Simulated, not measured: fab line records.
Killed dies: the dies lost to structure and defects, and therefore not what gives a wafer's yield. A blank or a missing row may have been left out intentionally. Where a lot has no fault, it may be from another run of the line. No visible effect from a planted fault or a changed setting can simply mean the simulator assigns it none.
One fault seen from 2 desks -- flow ritCmos -- numbers are kept per desk, each desk with only its own; the story behind them comes last

== METROLOGY DESK ==
What the gauges read, lot by lot, whatever tool the lot ran on: means of the sampled wafers that have a number. Any lot whose mean is over 4 standard deviations away from the usual mean is out of limits and marked OUT; that distance is given in the brackets.
Columns: A = PRETRO_OVL at RIT_PRETRO_OVL_MEAS_06, usual 0.8 nm; B = NLDD_OVL at RIT_NLDD_OVL_MEAS_06, usual -1.0 nm; C = M1_AL_RS at RIT_M1_RS_MEAS_01, usual 0.0736 ohm/sq; D = M1_AL_THK at RIT_M1_THK_MEAS_02, usual 400 nm
lot,first seen here,A,B,C,D
L509,day 2 13:06,-1.5,-2.7,0.0729,405
L510,day 2 19:08,-0.1,0.8,0.0731,401
L511,day 2 22:55,3.6,-0.4,0.0735,400
L512,day 3 05:48,-0.4,-1.3,0.0739,394
L513,day 3 10:32,1.3,-1.0,0.0737,399
L514,day 3 14:40,-1.6,-2.7,0.0734,401
L515,day 3 19:46,1.6,-0.8,0.0733,403
L517,day 4 07:28,1.6,-0.5,0.0736,399
L518,day 4 12:23,0.7,-2.4,0.0745,398
L519,day 4 15:23,0.9,-0.6,0.0742,399
L523,day 5 17:50,1.0,-2.4,0.0744,400
L529,day 6 21:01,1.5,-2.2,0.0770 (+4.4) OUT,386
L530,day 7 02:56,1.2,-4.0,0.0778 (+5.5) OUT,384
L531,day 7 06:42,2.6,1.1,0.0723,411
This desk's finding: out of limits on L529, L530; first on L529, day 8 00:46 (M1_AL_RS at RIT_M1_RS_MEAS_01). Within limits: L509, L510, L511, L512, L513, L514, L515, L517, L518, L519, L523, L531.

== AT THE TOOL OWNER'S DESK: pvdSputter-04 ==
The tool's own readings at RIT_M1_SPUTTER_00 (material Al, target thk 400 nm, time 500 s): means of the sampled wafers that have a number, for each lot that ran on this tool. Any lot whose mean is over 4 standard deviations away from the usual mean is out of limits and marked OUT; that distance is given in the brackets.
Columns: A = chamberPressurePa at RIT_M1_SPUTTER_00, usual 0.4000 Pa; B = throttleValvePct at RIT_M1_SPUTTER_00, usual 29.6 %
lot,first seen here,A,B
L509,day 3 12:34,0.4000,29.6
L511,day 3 22:23,0.3997,29.6
L512,day 4 08:12,0.4002,29.5
L515,day 4 18:30,0.4000,29.3
L517,day 5 07:39,0.3995,29.2
L519,day 5 22:35,0.3996,29.5
L523,day 6 20:03,0.4004,29.2
L529,day 8 00:25,0.4671 (+85) OUT,27.3
L530,day 8 06:03,0.4666 (+84) OUT,27.0 (-4.5) OUT
This desk's verdict: out of limits on L529, L530, starting with L529 at day 8 00:25 (chamberPressurePa at RIT_M1_SPUTTER_00). Within limits: L509, L511, L512, L515, L517, L519, L523.

== BROUGHT TOGETHER ==
The tool owner's desk had the chance to raise an alarm at day 8 00:25 on L529, L530.
L529, L530 would have let the metrology desk raise an alarm at day 8 00:46.
On pvdSputter-04, each named lot ran RIT_M1_SPUTTER_00.

== WHAT HAD BEEN PUT IN BY THE SIMULATOR ==
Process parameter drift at RIT_M1_SPUTTER_00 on pvdSputter-04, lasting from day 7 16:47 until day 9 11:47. From 0.4, the setting chamberPressurePa moved by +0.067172.
Struck lots among those shown: L529, L530.
Counting hours from when the fault started, the first reading out of limits came at 8 for the tool owner's desk and at 8 for the metrology desk.
